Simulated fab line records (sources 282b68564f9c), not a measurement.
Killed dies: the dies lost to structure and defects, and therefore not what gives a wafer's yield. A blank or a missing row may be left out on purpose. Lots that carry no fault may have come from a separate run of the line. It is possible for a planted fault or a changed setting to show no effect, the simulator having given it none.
What tool caused it? || flow rit cmos || 14 lots with 42 wafers sampled at 2 steps, on a route of 202 steps

== WHAT EACH GAUGE READ, for each wafer ==
RIT_GATE_THK_MEAS_09.
{"lot": "L501", "measured": "day 2 12:19", "on": "film metro-04", "GATE_POLY_THK (nm)": "252.1 251.9 251.9"}
{"lot": "L502", "measured": "day 2 16:49", "on": "film metro-04", "GATE_POLY_THK (nm)": "253.4 248.0 253.4"}
{"lot": "L505", "measured": "day 3 07:10", "on": "film metro-02", "GATE_POLY_THK (nm)": "246.0 246.1 244.3"}
{"lot": "L507", "measured": "day 3 17:44", "on": "film metro-03", "GATE_POLY_THK (nm)": "251.0 252.0 250.2"}
{"lot": "L508", "measured": "day 4 00:22", "on": "film metro-04", "GATE_POLY_THK (nm)": "246.3 245.5 245.0"}
{"lot": "L509", "measured": "day 4 02:40", "on": "film metro-04", "GATE_POLY_THK (nm)": "248.7 248.2 246.8"}
{"lot": "L510", "measured": "day 4 08:35", "on": "film metro-03", "GATE_POLY_THK (nm)": "247.4 245.9 247.8"}
{"lot": "L511", "measured": "day 4 14:01", "on": "film metro-04", "GATE_POLY_THK (nm)": "250.7 249.4 252.5"}
{"lot": "L512", "measured": "day 4 22:11", "on": "film metro-04", "GATE_POLY_THK (nm)": "250.3 247.7 249.0"}
{"lot": "L513", "measured": "day 5 02:45", "on": "film metro-03", "GATE_POLY_THK (nm)": "250.6 251.4 251.1"}
{"lot": "L518", "measured": "day 6 01:52", "on": "film metro-02", "GATE_POLY_THK (nm)": "249.7 252.7 249.4"}
{"lot": "L520", "measured": "day 6 11:25", "on": "film metro-03", "GATE_POLY_THK (nm)": "270.5 271.8 271.4"}
{"lot": "L522", "measured": "day 6 21:19", "on": "film metro-04", "GATE_POLY_THK (nm)": "270.8 269.9 269.3"}
{"lot": "L524", "measured": "day 7 07:07", "on": "film metro-02", "GATE_POLY_THK (nm)": "249.7 248.7 248.7"}

== EACH LOT AND THE TOOL THAT RAN IT (in order: tool; ch and the chambers of the sampled wafers; start) ==
{"lot": "L501", "RIT_GATE_CVD_08": "lpcvd-01 ch 1, day 2 10:41"}
{"lot": "L502", "RIT_GATE_CVD_08": "lpcvd-01 ch 0, day 2 15:11"}
{"lot": "L505", "RIT_GATE_CVD_08": "lpcvd-02 ch 1, day 3 05:32"}
{"lot": "L507", "RIT_GATE_CVD_08": "lpcvd-02 ch 1, day 3 16:07"}
{"lot": "L508", "RIT_GATE_CVD_08": "lpcvd-02 ch 0, day 3 22:46"}
{"lot": "L509", "RIT_GATE_CVD_08": "lpcvd-01 ch 0, day 4 01:02"}
{"lot": "L510", "RIT_GATE_CVD_08": "lpcvd-02 ch 0, day 4 06:58"}
{"lot": "L511", "RIT_GATE_CVD_08": "lpcvd-02 ch 1, day 4 12:23"}
{"lot": "L512", "RIT_GATE_CVD_08": "lpcvd-01 ch 0, day 4 20:34"}
{"lot": "L513", "RIT_GATE_CVD_08": "lpcvd-02 ch 0, day 5 01:08"}
{"lot": "L518", "RIT_GATE_CVD_08": "lpcvd-01 ch 1, day 6 00:13"}
{"lot": "L520", "RIT_GATE_CVD_08": "lpcvd-01 ch 0, day 6 09:47"}
{"lot": "L522", "RIT_GATE_CVD_08": "lpcvd-01 ch 0, day 6 19:42"}
{"lot": "L524", "RIT_GATE_CVD_08": "lpcvd-01 ch 1, day 7 05:29"}
- RIT_GATE_CVD_08: deposits poly-Si from SiH4, target thk 250 nm, time 2220 s.

== WHAT THE TOOLS THEMSELVES READ (means of the sampled wafers that have a number; where no wafer has one, the mark that the record gives instead) ==
The record holds no such reading with a usual standard deviation.

== THE ANSWER, worked out from the rows above alone ==
Rule: the lots themselves supply what counts as usual. The widest of any qualifying gaps counts: lots, ordered by their means at a reading, are off when they make up no more than a third of the lots, leave a main group of 4 or more, and stand apart from it by 3 or more times the standard deviation of that group's means. A main group whose means are all the same, to the digits that the tables above print for the reading, isn't used. Also off: a lot with no number at a reading for which 4 or more lots have one. Where the step has rows for the other lots, those lots are counted as sound. The gauges are gone through in route order, then the tools' own readings, and for those a lot's mean is taken as printed above. At the first step where some lot is off, the reading lying furthest off is the one used; lots without a number count as furthest.
Off: L520, L522, seen at RIT_GATE_THK_MEAS_09 (GATE_POLY_THK). Mean 249.3 nm and standard deviation 2.2 in the main group.
If a tool, at a process step before that reading, ran all the lots that are off and no sound lot after the first of them, it fits. Those tools and the gauges at RIT_GATE_THK_MEAS_09 are tried in the same way. No candidate that was tried fits.

== WHAT THE SIMULATOR HAD INSERTED ==
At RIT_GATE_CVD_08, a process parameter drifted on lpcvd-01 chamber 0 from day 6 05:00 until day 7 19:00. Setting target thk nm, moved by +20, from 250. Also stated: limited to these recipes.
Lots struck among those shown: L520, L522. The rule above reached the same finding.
